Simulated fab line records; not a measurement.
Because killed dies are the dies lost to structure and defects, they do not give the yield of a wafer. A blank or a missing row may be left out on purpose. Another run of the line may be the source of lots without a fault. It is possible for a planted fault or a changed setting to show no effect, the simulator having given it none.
Which tool was responsible? | flow rit cmos | Sampling: 13 lots, 39 wafers, 6 of 202 route steps

== WHAT EACH GAUGE READ, for each wafer ==
RIT_FOX2_THK_MEAS_91. Usual: FIELD_OXIDE_LEFT_2_THK 257 nm, standard deviation 7.2.
lot  | measured    | on            | FIELD_OXIDE_LEFT_2_THK (nm) | flag
L747 | day 2 09:27 | film metro-04 | 239 243 238                 |
L748 | day 2 14:59 | film metro-03 | 266 266 273                 |
L749 | day 2 23:45 | film metro-04 | 261 262 259                 |
L750 | day 3 00:20 | film metro-01 | 263 259 265                 |
L751 | day 3 07:05 | film metro-03 | 260 260 259                 |
L752 | day 3 10:15 | film metro-03 | 258 262 255                 |
L753 | day 3 14:58 | film metro-01 | 253 262 257                 |
L755 | day 4 01:44 | film metro-03 | 247 248 247                 |
L756 | day 4 05:05 | film metro-01 | 252 250 252                 |
L758 | day 4 15:20 | film metro-01 | 257 261 256                 |
L760 | day 5 00:30 | film metro-03 | 250 253 250                 |
L765 | day 6 01:44 | film metro-01 | 257 258 259                 |
L766 | day 6 06:42 | film metro-03 | 259 263 259                 |

RIT_GATE_THK_MEAS_09. Usual: GATE_POLY_THK 249.8 nm, standard deviation 1.9.
lot  | measured    | on            | GATE_POLY_THK (nm) | flag
L747 | day 2 16:27 | film metro-04 | 250.1 251.5 253.4  |
L748 | day 2 18:04 | film metro-03 | 249.5 250.4 248.2  |
L749 | day 3 02:49 | film metro-03 | 248.7 248.2 247.3  |
L750 | day 3 04:27 | film metro-04 | 245.2 247.2 246.4  |
L751 | day 3 11:20 | film metro-01 | 252.1 253.0 253.0  |
L752 | day 3 13:33 | film metro-04 | 251.1 251.9 251.1  |
L753 | day 3 18:01 | film metro-01 | 248.2 247.4 246.4  |
L755 | day 4 04:48 | film metro-03 | 252.8 252.0 253.6  |
L756 | day 4 08:10 | film metro-03 | 249.2 249.8 251.5  |
L758 | day 4 18:23 | film metro-01 | 272.5 272.8 273.0  | OFF
L760 | day 5 04:04 | film metro-01 | 273.5 271.3 269.3  | OFF
L765 | day 6 04:48 | film metro-01 | 250.2 249.2 251.1  |
L766 | day 6 10:10 | film metro-01 | 250.0 251.5 251.5  |

RIT_M1_OVL_MEAS_10. Usual: M1_OVL 0.4 nm, standard deviation 1.3.
lot  | measured    | on         | M1_OVL (nm)    | flag
L747 | day 3 12:10 | overlay-01 | 1.4 1.1 2.0    |
L748 | day 3 14:01 | overlay-02 | -0.3 -0.6 -0.5 |
L749 | day 3 22:19 | overlay-01 | 1.1 -0.1 0.5   |
L750 | day 3 23:53 | overlay-01 | 2.7 1.2 -0.2   |
L751 | day 4 06:41 | overlay-02 | -0.1 0.1 1.2   |
L752 | day 4 08:34 | overlay-02 | 1.7 1.7 2.5    |
L753 | day 4 13:01 | overlay-02 | -0.2 -1.7 -0.4 |
L755 | day 4 23:02 | overlay-01 | 0.2 1.6 2.0    |
L756 | day 5 03:34 | overlay-01 | 0.4 -0.1 -0.9  |
L758 | day 5 12:53 | overlay-01 | 0.6 -0.4 0.2   |
L760 | day 5 22:41 | overlay-01 | -0.2 -0.4 0.4  |
L765 | day 7 00:13 | overlay-02 | 0.2 0.6 1.6    |
L766 | day 7 05:49 | overlay-01 | -3.8 -2.6 -2.8 |

== WHICH TOOL RAN EACH LOT (tool, then ch and the chambers of the sampled wafers, then the start) ==
lot  | RIT_ACTIVE_ETCH_13                | RIT_GATE_CVD_08            | RIT_GATE_ETCH_19
L747 | rie diel-01 ch 0,2,3, day 1 15:32 | lpcvd-02 ch 1, day 2 14:49 | rie si-02 ch 0,1,3, day 2 17:50
L748 | rie diel-03 ch 0,1,3, day 1 21:04 | lpcvd-02 ch 1, day 2 16:26 | rie si-01 ch 0,3, day 2 19:16
L749 | rie diel-01 ch 1,2,3, day 2 01:01 | lpcvd-01 ch 1, day 3 01:12 | rie si-02 ch 0,2, day 3 04:10
L750 | rie diel-03 ch 0,1,2, day 2 05:50 | lpcvd-01 ch 1, day 3 02:49 | rie si-01 ch 0,2,3, day 3 05:50
L751 | rie diel-04 ch 1,3, day 2 10:50   | lpcvd-01 ch 0, day 3 09:43 | rie si-02 ch 0,2, day 3 12:40
L752 | rie diel-03 ch 0,2,3, day 2 17:17 | lpcvd-01 ch 0, day 3 11:54 | rie si-01 ch 0,1,2, day 3 14:44
L753 | rie diel-04 ch 2,3, day 2 20:55   | lpcvd-01 ch 1, day 3 16:24 | rie si-02 ch 0,2, day 3 19:28
L755 | rie diel-03 ch 0,1,2, day 3 07:09 | lpcvd-02 ch 1, day 4 03:11 | rie si-02 ch 1,3, day 4 06:06
L756 | rie diel-03 ch 1,2, day 3 12:11   | lpcvd-01 ch 1, day 4 06:32 | rie si-01 ch 2,3, day 4 09:29
L758 | rie diel-03 ch 0,1, day 3 21:43   | lpcvd-02 ch 0, day 4 16:46 | rie si-01 ch 1,2,3, day 4 19:40
L760 | rie diel-04 ch 0,2,3, day 4 07:50 | lpcvd-02 ch 0, day 5 02:26 | rie si-01 ch 0,1,2, day 5 05:18
L765 | rie diel-03 ch 2,3, day 5 08:52   | lpcvd-01 ch 0, day 6 03:11 | rie si-02 ch 0,1,3, day 6 06:08
L766 | rie diel-03 ch 0,1,3, day 5 13:43 | lpcvd-01 ch 0, day 6 08:32 | rie si-01 ch 0,1,2, day 6 11:32
- RIT_ACTIVE_ETCH_13: etches Si3N4 in SF6, stops on SiO2, time 210 s, target depth 210 nm.
- RIT_GATE_CVD_08: deposits poly-Si from SiH4, target thk 250 nm, time 2220 s.
- RIT_GATE_ETCH_19: etches poly-Si in SF6/CHF3/O2, stops on SiO2, time 165 s, target depth 312.5 nm.

== WHAT THE TOOLS THEMSELVES READ (means of the sampled wafers that have a number; where no wafer has one, the mark that the record gives instead) ==
RIT_ACTIVE_ETCH_13. Usual: drypump motor current A 5.7 A, standard deviation 0.43; oes product au 0.818 a.u., standard deviation 0.014; throttle valve pct 7.32 %, standard deviation 0.08.
lot  | tool        | drypump motor current A (A) | oes product au (a.u.) | throttle valve pct (%) | flag
L747 | rie diel-01 | 5.7                         | 0.820                 | 7.41                   |
L748 | rie diel-03 | 5.9                         | 0.809                 | 7.36                   |
L749 | rie diel-01 | 5.5                         | 0.822                 | 7.35                   |
L750 | rie diel-03 | 5.9                         | 0.816                 | 7.34                   |
L751 | rie diel-04 | 5.9                         | 0.837                 | 7.26                   |
L752 | rie diel-03 | 5.7                         | 0.809                 | 7.34                   |
L753 | rie diel-04 | 5.7                         | 0.832                 | 7.17                   |
L755 | rie diel-03 | 5.9                         | 0.814                 | 7.34                   |
L756 | rie diel-03 | 6.0                         | 0.814                 | 7.36                   |
L758 | rie diel-03 | 5.9                         | 0.823                 | 7.32                   |
L760 | rie diel-04 | 5.4                         | 0.827                 | 7.23                   |
L765 | rie diel-03 | 5.7                         | 0.789                 | 7.36                   |
L766 | rie diel-03 | 5.9                         | 0.803                 | 7.34                   |

RIT_GATE_CVD_08. Usual: pressure mtorr 300.1 mTorr, standard deviation 0.64.
lot  | tool     | pressure mtorr (mTorr) | flag
L747 | lpcvd-02 | 299.9                  |
L748 | lpcvd-02 | 300.0                  |
L749 | lpcvd-01 | 299.3                  |
L750 | lpcvd-01 | 299.0                  |
L751 | lpcvd-01 | 300.0                  |
L752 | lpcvd-01 | 299.2                  |
L753 | lpcvd-01 | 300.2                  |
L755 | lpcvd-02 | 300.6                  |
L756 | lpcvd-01 | 300.1                  |
L758 | lpcvd-02 | 360.7                  | OFF
L760 | lpcvd-02 | 360.3                  | OFF
L765 | lpcvd-01 | 299.9                  |
L766 | lpcvd-01 | 300.1                  |

RIT_GATE_ETCH_19. Usual: O2_flow_sccm 5.000 sccm, standard deviation 0.015; drypump motor current A 5.9 A, standard deviation 0.37; oes product au 0.858 a.u., standard deviation 0.0097; throttle valve pct 10.25 %, standard deviation 0.15.
lot  | tool      | O2_flow_sccm (sccm) | drypump motor current A (A) | oes product au (a.u.) | throttle valve pct (%) | flag
L747 | rie si-02 | 5.004               | 5.7                         | 0.865                 | 10.34                  |
L748 | rie si-01 | 4.990               | 6.0                         | 0.850                 | 10.28                  |
L749 | rie si-02 | 4.996               | 6.0                         | 0.850                 | 10.21                  |
L750 | rie si-01 | 5.011               | 6.0                         | 0.850                 | 10.23                  |
L751 | rie si-02 | 4.993               | 5.6                         | 0.859                 | 10.26                  |
L752 | rie si-01 | 4.997               | 5.8                         | 0.865                 | 10.23                  |
L753 | rie si-02 | 4.986               | 5.9                         | 0.851                 | 10.21                  |
L755 | rie si-02 | 5.010               | 5.9                         | 0.864                 | 10.40                  |
L756 | rie si-01 | 4.997               | 6.0                         | 0.867                 | 10.08                  |
L758 | rie si-01 | 5.001               | 5.7                         | 0.913                 | 10.15                  | OFF
L760 | rie si-01 | 4.995               | 5.7                         | 0.911                 | 10.23                  | OFF
L765 | rie si-02 | 5.010               | 5.8                         | 0.861                 | 10.34                  |
L766 | rie si-01 | 4.994               | 5.8                         | 0.865                 | 10.24                  |

== THE ANSWER, worked out from the rows above alone ==
Rule: a lot counts as off when the mean over its wafers that have a number is more than 3 standard deviations away from the usual mean. Also off: a lot with no number at a reading for which 4 or more lots have one. All remaining lots with rows at the step are treated as sound. Order of review: gauges by route order, followed by the tools' own readings, for which a lot's mean as printed above is used. At the first step where some lot is off, the reading lying furthest off is the one used; lots without a number count as furthest.
Off: L758, L760, seen at RIT_GATE_THK_MEAS_09 (GATE_POLY_THK).
A tool fits if, at a process step before that reading, it ran every lot that is off, and no sound lot after the first of them. Not tried: the gauges at RIT_GATE_THK_MEAS_09; whatever is off there is also off at RIT_GATE_CVD_08, on other tools, and gauge error can't account for it. One candidate fits, namely lpcvd-02 at RIT_GATE_CVD_08. A fault onset in the window from L755 (day 4 03:11, its last sound lot) to L758 (day 4 16:46, its first lot off) fits.
The tool's own readings at RIT_GATE_CVD_08 bear it out: on the lots that are off they differ by more than 5 times the standard deviation of the sound lots' means. pressure mtorr reads 360.5 mTorr there against 299.8 mTorr on the sound lots.

== WHAT THE SIMULATOR PUT IN ==
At RIT_GATE_CVD_08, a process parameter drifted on lpcvd-02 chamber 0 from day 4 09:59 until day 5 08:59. Setting pressure mtorr, moved by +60, from 300. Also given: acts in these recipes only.
Shown lots that were struck: L758, L760. The rule above found the same.
